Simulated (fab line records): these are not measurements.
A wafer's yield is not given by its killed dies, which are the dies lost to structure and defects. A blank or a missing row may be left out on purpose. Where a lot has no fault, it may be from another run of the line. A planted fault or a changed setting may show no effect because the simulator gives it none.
Struck lot and sound lot, side by side :: flow rit_cmos :: 17 out of 202 route steps
Sound: the wafers L921.1, L921.2, L921.4. The struck wafers were L928.1, L928.4, L928.5. The cause is named last.
At each step with rows: each side's tool, then ch and its chambers, then its first start. Under that, the readings that differ: sound wafers :: struck wafers :: difference of the means :: sigmas: that difference in standard deviations of wafers without a fault.
alike: readings with means less than 2 such deviations apart, plus words and numbers identical on both sides. not compared: withheld readings, readings lacking a value on some wafer, bounds such as >300 that could conceal the same value, and numbers that have no deviation in the record and whose values overlap.
Wherever a step has rows on one side only, a row that says differs or no value, or a row with sigmas, the two part there. Numbers that have no deviation but don't overlap get no sigmas and don't part them. Lack of a reading on every wafer of one side parts them only where that side has two or more wafers.

first, 2 steps without rows for these wafers: RIT_SPACER_CLEAN_02 (cleans in SC2, time 600 s); RIT_SPACER_CVD_03 (deposits Si3N4 from SiH2Cl2/NH3, target thk 250 nm, time 3300 s).
RIT_SPACER_THK_MEAS_04:
  struck on film_metro-01, day 4 17:47; sound on film_metro-03, day 3 02:36
  alike: SPACER_NITRIDE_THK
RIT_SPACER_ETCHBACK_05: etches Si3N4 in SF6/CHF3, stops on SiO2, target depth 250 nm, time 240 s.
  sound on rie_diel-01 ch 0,1,3, day 3 02:40; struck on rie_diel-03 ch 2,3, day 4 17:51
  alike: chamber_pressure_mTorr, drypump_motor_current_A, oes_product_au, throttle_valve_pct
  not compared: rf_hours_counter_h
then, 6 steps without rows for these wafers: RIT_NSD_HMDS_00 (prime time 60 s); RIT_NSD_COAT_01 (resist thk 1000 nm); RIT_NSD_SOFTBAKE_02 (time 60 s); RIT_NSD_EXPOSE_03 (exposes mask M9, target cd 40700 nm); RIT_NSD_PEB_04; RIT_NSD_DEVELOP_05 (develop time 50 s).
RIT_NSD_OVL_MEAS_06:
  struck on overlay-02, day 4 18:59; sound on overlay-02, day 3 03:40
  alike: NSD_OVL
then, 1 step without rows for these wafers: RIT_NSD_HARDBAKE_07 (time 60 s).
RIT_NSD_IMPLANT_08:
  sound on implanter-01 ch 0, day 3 03:51; struck on implanter-01 ch 0, day 4 19:16
reading: beam_energy_keV
sound: 24.995 24.990 24.997
struck: 25.912 25.924 25.928
difference: +0.927
sigmas: +99 or more

reading: model.implant.rp_nm (nm)
sound: 31.13 31.13 31.13
struck: 32.42 32.42 32.42
difference: +1.29
sigmas: 

reading: model.implant.drp_nm (nm)
sound: 14.84 14.84 14.84
struck: 15.17 15.17 15.17
difference: +0.33
sigmas: 
RIT_NSD_STRIP_09: strips in O2, time 180 s.
  sound on plasma_asher-01 ch 0,1, day 3 04:00; struck on plasma_asher-03 ch 0,1, day 4 19:25
  alike: chamber_pressure_mTorr, drypump_motor_current_A
  not compared: rf_hours_counter_h
RIT_NSD_TW_MEAS_10:
  struck on film_metro-04, day 4 19:35; sound on film_metro-02, day 3 04:10
reading: NSD_TW
sound: 3092 3111 3099
struck: 3143 3151 3153
difference: +48
sigmas: +4
then, 1 step without rows for these wafers: RIT_PSD_HMDS_00 (prime time 60 s).
RIT_M1_PROBE_99:
  struck on prober-01, day 5 05:17; sound on prober-02, day 3 13:37
  alike: killed_at_contacts, killed_at_front_end, killed_dies, killed_open, killed_short

WHERE THEY PART
At RIT_NSD_IMPLANT_08 first; at RIT_NSD_TW_MEAS_10 last (within this record only). Later steps at which nothing parts them and some readings are alike: RIT_M1_PROBE_99.

WHY: whatever the simulator had introduced
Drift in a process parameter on implanter-01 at RIT_NSD_IMPLANT_08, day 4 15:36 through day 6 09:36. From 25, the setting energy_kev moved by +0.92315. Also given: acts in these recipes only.
